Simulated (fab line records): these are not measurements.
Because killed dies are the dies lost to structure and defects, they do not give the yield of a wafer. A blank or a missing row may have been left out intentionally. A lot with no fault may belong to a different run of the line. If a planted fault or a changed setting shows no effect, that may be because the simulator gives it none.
Lot-split experiment / flow berkeley_cmos170 / on a route of 331 steps: 5 lots, 23 wafers read

== THE SPLIT ==
At UCB170_SILICIDE_SPUTTER_01 (material Ti, target thk 30 nm, time 25 s), the setting time_s was moved away from the recipe's 25 s on 9 of the 23 wafers read, by -12.8% to +11.8%. The other wafers ran this setting at the recipe's value.

== FROM THE SPLIT ON TO THE READING: in between, the file shows 1 step ==
- UCB170_SILICIDE_RS_MEAS_02: measures by four-point-probe

== THE READING ==
SILICIDE_TI_THK, in nm, at UCB170_SILICIDE_THK_MEAS_03 (measures by xrf). A value of 30.26 nm with a standard deviation of 0.28 nm is what fault-free wafers of this fab line usually give.

wafer=L075.1; tool, chamber at the split=pvd_sputter-02, -; time_s as run, s=25; against the recipe=recipe; SILICIDE_TI_THK, nm=30.61; against lot-mates on the recipe=-
wafer=L075.2; tool, chamber at the split=pvd_sputter-02, -; time_s as run, s=25; against the recipe=recipe; SILICIDE_TI_THK, nm=30.14; against lot-mates on the recipe=-
wafer=L075.3; tool, chamber at the split=pvd_sputter-02, -; time_s as run, s=23.72; against the recipe=-5.1%; SILICIDE_TI_THK, nm=28.50; against lot-mates on the recipe=-1.87
wafer=L075.5; tool, chamber at the split=pvd_sputter-02, -; time_s as run, s=25; against the recipe=recipe; SILICIDE_TI_THK, nm=30.36; against lot-mates on the recipe=-
wafer=L075.6; tool, chamber at the split=pvd_sputter-02, -; time_s as run, s=23.72; against the recipe=-5.1%; SILICIDE_TI_THK, nm=29.06; against lot-mates on the recipe=-1.31
wafer=L076.2; tool, chamber at the split=pvd_sputter-03, -; time_s as run, s=25; against the recipe=recipe; SILICIDE_TI_THK, nm=29.92; against lot-mates on the recipe=-
wafer=L076.4; tool, chamber at the split=pvd_sputter-03, -; time_s as run, s=25; against the recipe=recipe; SILICIDE_TI_THK, nm=30.00; against lot-mates on the recipe=-
wafer=L076.5; tool, chamber at the split=pvd_sputter-03, -; time_s as run, s=25; against the recipe=recipe; SILICIDE_TI_THK, nm=30.06; against lot-mates on the recipe=-
wafer=L077.1; tool, chamber at the split=pvd_sputter-01, -; time_s as run, s=23.23; against the recipe=-7.1%; SILICIDE_TI_THK, nm=28.17; against lot-mates on the recipe=-2.16
wafer=L077.2; tool, chamber at the split=pvd_sputter-01, -; time_s as run, s=23.23; against the recipe=-7.1%; SILICIDE_TI_THK, nm=27.89; against lot-mates on the recipe=-2.44
wafer=L077.3; tool, chamber at the split=pvd_sputter-01, -; time_s as run, s=25; against the recipe=recipe; SILICIDE_TI_THK, nm=30.12; against lot-mates on the recipe=-
wafer=L077.4; tool, chamber at the split=pvd_sputter-01, -; time_s as run, s=25; against the recipe=recipe; SILICIDE_TI_THK, nm=30.36; against lot-mates on the recipe=-
wafer=L077.6; tool, chamber at the split=pvd_sputter-01, -; time_s as run, s=25; against the recipe=recipe; SILICIDE_TI_THK, nm=30.52; against lot-mates on the recipe=-
wafer=L078.1; tool, chamber at the split=pvd_sputter-03, -; time_s as run, s=25; against the recipe=recipe; SILICIDE_TI_THK, nm=29.77; against lot-mates on the recipe=-
wafer=L078.2; tool, chamber at the split=pvd_sputter-03, -; time_s as run, s=21.81; against the recipe=-12.8%; SILICIDE_TI_THK, nm=26.37; against lot-mates on the recipe=-3.43
wafer=L078.3; tool, chamber at the split=pvd_sputter-03, -; time_s as run, s=25; against the recipe=recipe; SILICIDE_TI_THK, nm=29.83; against lot-mates on the recipe=-
wafer=L078.5; tool, chamber at the split=pvd_sputter-03, -; time_s as run, s=21.81; against the recipe=-12.8%; SILICIDE_TI_THK, nm=25.93; against lot-mates on the recipe=-3.87
wafer=L078.6; tool, chamber at the split=pvd_sputter-03, -; time_s as run, s=21.81; against the recipe=-12.8%; SILICIDE_TI_THK, nm=26.20; against lot-mates on the recipe=-3.60
wafer=L083.1; tool, chamber at the split=pvd_sputter-02, -; time_s as run, s=25; against the recipe=recipe; SILICIDE_TI_THK, nm=30.16; against lot-mates on the recipe=-
wafer=L083.2; tool, chamber at the split=pvd_sputter-02, -; time_s as run, s=25; against the recipe=recipe; SILICIDE_TI_THK, nm=30.14; against lot-mates on the recipe=-
wafer=L083.4; tool, chamber at the split=pvd_sputter-02, -; time_s as run, s=25; against the recipe=recipe; SILICIDE_TI_THK, nm=30.07; against lot-mates on the recipe=-
wafer=L083.5; tool, chamber at the split=pvd_sputter-02, -; time_s as run, s=27.96; against the recipe=+11.8%; SILICIDE_TI_THK, nm=33.76; against lot-mates on the recipe=+3.64
wafer=L083.6; tool, chamber at the split=pvd_sputter-02, -; time_s as run, s=27.96; against the recipe=+11.8%; SILICIDE_TI_THK, nm=33.74; against lot-mates on the recipe=+3.62

FIT RESULTS
A straight line over all 23 wafers: SILICIDE_TI_THK changes by +0.306 nm for each +1% of time_s; r = +0.99; the points scatter about the line by 0.24 nm.
The same after taking each lot's own level away (the mean of its wafers on the recipe; 23 wafers): +0.297 nm for each +1%; r = +1.00; scatter 0.18 nm.
That fit puts the effect of the largest move of time_s on the reading at 3.8 nm.
The span of the lots' own levels, 29.800 to 30.370 nm, comes to 2.0 times the standard deviation stated above.
The two slopes agree, so the slope changes little with the lot-to-lot level.
Check: for one of the wafers moved furthest among these (-12.8%), held out of the fit, the line's prediction against its lot-mates is -3.87 nm. Against them it came out at -3.43 nm.

== ADDITIONAL SPLITS CARRIED BY THESE WAFERS ==
Note: prior to the reading, these wafers also went through further splits. Each is held against what the fit with the lots' levels taken away leaves over:
other split on the same wafers=UCB170_PLDD_COAT_01 resist_thk_nm; wafers away from the commonest value=10; r with SILICIDE_TI_THK (lot level and that fit taken away)=+0.20
other split on the same wafers=UCB170_PSD_IMPLANT_08 energy_kev; wafers away from the commonest value=8; r with SILICIDE_TI_THK (lot level and that fit taken away)=-0.15
other split on the same wafers=UCB170_SDANNEAL_RTA_01 time_s; wafers away from the commonest value=8; r with SILICIDE_TI_THK (lot level and that fit taken away)=-0.26

== THE WHOLE CHAIN: every reading that the file lists as answering this split, in the file's order ==
step=UCB170_SILICIDE_SPUTTER_01; what it does=material Ti, target thk 30 nm, time 25 s; reading=Ti_of_SILICIDE_SPUTTER_01.thk_nm (the simulator's own value, which no gauge read); change (the file's fit)=+0.295 nm for each +1% of the setting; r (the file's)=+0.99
step=UCB170_SILICIDE_RS_MEAS_02; what it does=measures by four-point-probe; reading=SILICIDE_TI_RS; change (the file's fit)=-0.318 for each +1% of the setting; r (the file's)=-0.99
step=UCB170_SILICIDE_THK_MEAS_03; what it does=measures by xrf; reading=SILICIDE_TI_THK; change (the file's fit)=+0.3 for each +1% of the setting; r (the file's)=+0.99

== THE FILE'S OWN FIT ==
SILICIDE_TI_THK changes by +0.3 nm for each +1% of time_s, r = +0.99.
